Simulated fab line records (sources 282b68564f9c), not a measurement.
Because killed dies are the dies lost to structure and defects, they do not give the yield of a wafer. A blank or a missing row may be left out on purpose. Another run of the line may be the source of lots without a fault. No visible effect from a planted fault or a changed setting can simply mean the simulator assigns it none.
A struck lot beside a sound one    flow ritCmos    15 steps out of a route of 202
Sound: wafers L579.1, L579.3, L579.5. Wafers L589.2, L589.4, L589.5 were the ones struck. The cause comes at the end.
Each step with rows lists, per side, the tool, then ch with its chambers, then its first start. Under that, the readings that differ: sound wafers    struck wafers    difference of the means    sigmas: that difference in standard deviations of wafers without a fault.
alike: readings whose means differ by less than 2 such deviations, and words and numbers that are the same on both sides. not compared: withheld readings, readings that some wafer has no value for, bounds like >300 that may hide the same value, and numbers for which the record gives no deviation and whose values overlap.
Wherever a step has rows on one side only, a row that says differs or no value, or a row with sigmas, the two part there. Non-overlapping numbers with no deviation appear without sigmas and do not part them. Lack of a reading on every wafer of one side parts them only where that side has two or more wafers.

first, 4 steps without rows for these wafers: RIT_PLDD_SOFTBAKE_02 (time 60 s); RIT_PLDD_EXPOSE_03 (exposes mask M8, target cd 40900 nm); RIT_PLDD_PEB_04; RIT_PLDD_DEVELOP_05 (develop time 50 s).
RIT_PLDD_OVL_MEAS_06:
  sound: overlay-01 at day 4 01:29; struck: overlay-01 at day 6 02:37
reading        sound        struck          difference  sigmas
PLDD_OVL (nm)  2.4 3.6 4.1  -0.2 -1.7 -3.1  -5.0        -3
then, 2 steps without rows for these wafers: RIT_PLDD_HARDBAKE_07 (time 60 s); RIT_PLDD_IMPLANT_08.
RIT_PLDD_STRIP_09: strips in O2, time 180 s.
  sound on plasmaAsher-03 ch 0,1, day 4 01:49; struck on plasmaAsher-03 ch 0, day 6 02:56
  alike: drypumpMotorCurrentA
  not compared: rfHoursCounterH
RIT_PLDD_TW_MEAS_10:
  sound: filmMetro-03 at day 4 02:00; struck: filmMetro-04 at day 6 03:07
  alike: PLDD_TW
then, 3 steps without rows for these wafers: RIT_SPACER_CLEAN_00 (cleans in SC1, time 600 s); RIT_SPACER_CLEAN_01 (cleans in dHF, time 30 s); RIT_SPACER_CLEAN_02 (cleans in SC2, time 600 s).
RIT_SPACER_CVD_03: deposits Si3N4 from SiH2Cl2/NH3, target thk 250 nm, time 3300 s.
  sound on lpcvd-01 ch 0, day 4 02:25; struck on lpcvd-02 ch 0, day 6 03:34
reading                                  sound            struck             difference  sigmas
model.Si3N4_of_SPACER_CVD_03.thkNm (nm)  251 251.1 250.1  319.8 322.5 319.7  +69.9       
  alike: sih2cl2FlowSccm
RIT_SPACER_THK_MEAS_04:
  sound: filmMetro-03 at day 4 04:20; struck: filmMetro-02 at day 6 05:30
reading                  sound              struck             difference  sigmas
SPACER_NITRIDE_THK (nm)  251.0 251.2 250.2  319.5 322.4 319.7  +69.7       +28
RIT_SPACER_ETCHBACK_05: etches Si3N4 in SF6/CHF3, stops on SiO2, target depth 250 nm, time 240 s.
  sound on rieDiel-01 ch 0,1,2, day 4 04:24; struck on rieDiel-04 ch 1,2, day 6 05:33
reading                                  sound              struck             difference  sigmas
oesProductAu (a.u.)                      0.872 0.833 0.845  0.971 0.987 0.972  +0.127      +8
model.etch.depthNm (nm)                  251 251.1 250.1    306.8 307.8 306.9  +56.4       
model.Si3N4_of_SPACER_CVD_03.thkNm (nm)  197.4 195.7 195.7  252 253.8 251.8    +56         
  alike: drypumpMotorCurrentA, throttleValvePct
  not compared: rfHoursCounterH

## WHERE THEY PART
At RIT_PLDD_OVL_MEAS_06 first; at RIT_SPACER_ETCHBACK_05 last (within this record only).

WHY: whatever the simulator had introduced
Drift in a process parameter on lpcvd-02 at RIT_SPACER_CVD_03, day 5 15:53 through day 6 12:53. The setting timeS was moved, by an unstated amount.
